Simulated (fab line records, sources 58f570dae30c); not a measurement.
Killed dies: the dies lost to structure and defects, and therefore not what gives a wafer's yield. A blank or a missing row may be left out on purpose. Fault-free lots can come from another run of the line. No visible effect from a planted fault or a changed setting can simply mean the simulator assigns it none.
Which tool is to blame? | flow berkeleyCmos170 | 7 lots, 21 wafers sampled, at 3 steps of a route of 331

== WHAT THE GAUGES READ, wafer by wafer ==
UCB170_V2_THK_MEAS_04.
lot  | measured     | on           | V2_POLISHED_THK (nm)
L436 | day 9 06:58  | filmMetro-04 | 1001.2 1000.7 998.0
L438 | day 9 05:09  | filmMetro-04 | 999.8 999.4 999.7
L443 | day 9 22:00  | filmMetro-02 | 1001.8 1001.1 1000.1
L450 | day 11 03:15 | filmMetro-02 | 1000.2 1000.1 1000.0
L453 | day 12 06:56 | filmMetro-01 | 1001.8 1000.2 999.9
L455 | day 12 05:46 | filmMetro-01 | 1001.6 1002.5 1001.8
L457 | day 13 00:29 | filmMetro-01 | 998.9 1002.0 999.7

== EACH LOT AND THE TOOL THAT RAN IT (in order: tool; ch and the chambers of the sampled wafers; start) ==
lot  | UCB170_FIELD_WET_ETCH_05      | UCB170_M2_ETCH_17
L436 | wetBench-04 ch 2, day 6 03:30 | rieDiel-01 ch 0,1, day 9 05:52
L438 | wetBench-04 ch 0, day 6 03:30 | rieDiel-02 ch 1,3, day 9 04:04
L443 | wetBench-04 ch 0, day 7 02:03 | rieDiel-02 ch 0,2,3, day 9 20:55
L450 | wetBench-04 ch 2, day 8 02:52 | rieDiel-01 ch 0,2, day 11 02:10
L453 | wetBench-04 ch 2, day 9 03:24 | rieDiel-02 ch 0,1,3, day 12 05:49
L455 | wetBench-03 ch 2, day 9 08:32 | rieDiel-02 ch 0,3, day 12 04:40
L457 | wetBench-04 ch 3, day 9 20:10 | rieDiel-03 ch 0,1,3, day 12 23:23
- UCB170_FIELD_WET_ETCH_05: etches Si3N4 in H3PO4, time 12600 s.
- UCB170_M2_ETCH_17: etches BARC in N2/H2.

== THE ANSWER, worked out from the rows above alone ==
Rule: usual is defined by the lots themselves. Put in order of their means at a reading, lots are off if they are a third of the lots or fewer, leave a main group of 4 or more, and stand apart from it by a gap of 3 or more times the standard deviation of the main group's means; of several such gaps the widest counts. A main group whose means are all the same, to the digits that the tables above print for the reading, isn't used. A lot without any number at a reading at which 4 lots or more have one is off too. Any other lot the step has rows for is counted as sound.
Across all readings shown, no lot is off: no conclusion can be drawn from this.

== WHAT THE SIMULATOR HAD INSERTED ==
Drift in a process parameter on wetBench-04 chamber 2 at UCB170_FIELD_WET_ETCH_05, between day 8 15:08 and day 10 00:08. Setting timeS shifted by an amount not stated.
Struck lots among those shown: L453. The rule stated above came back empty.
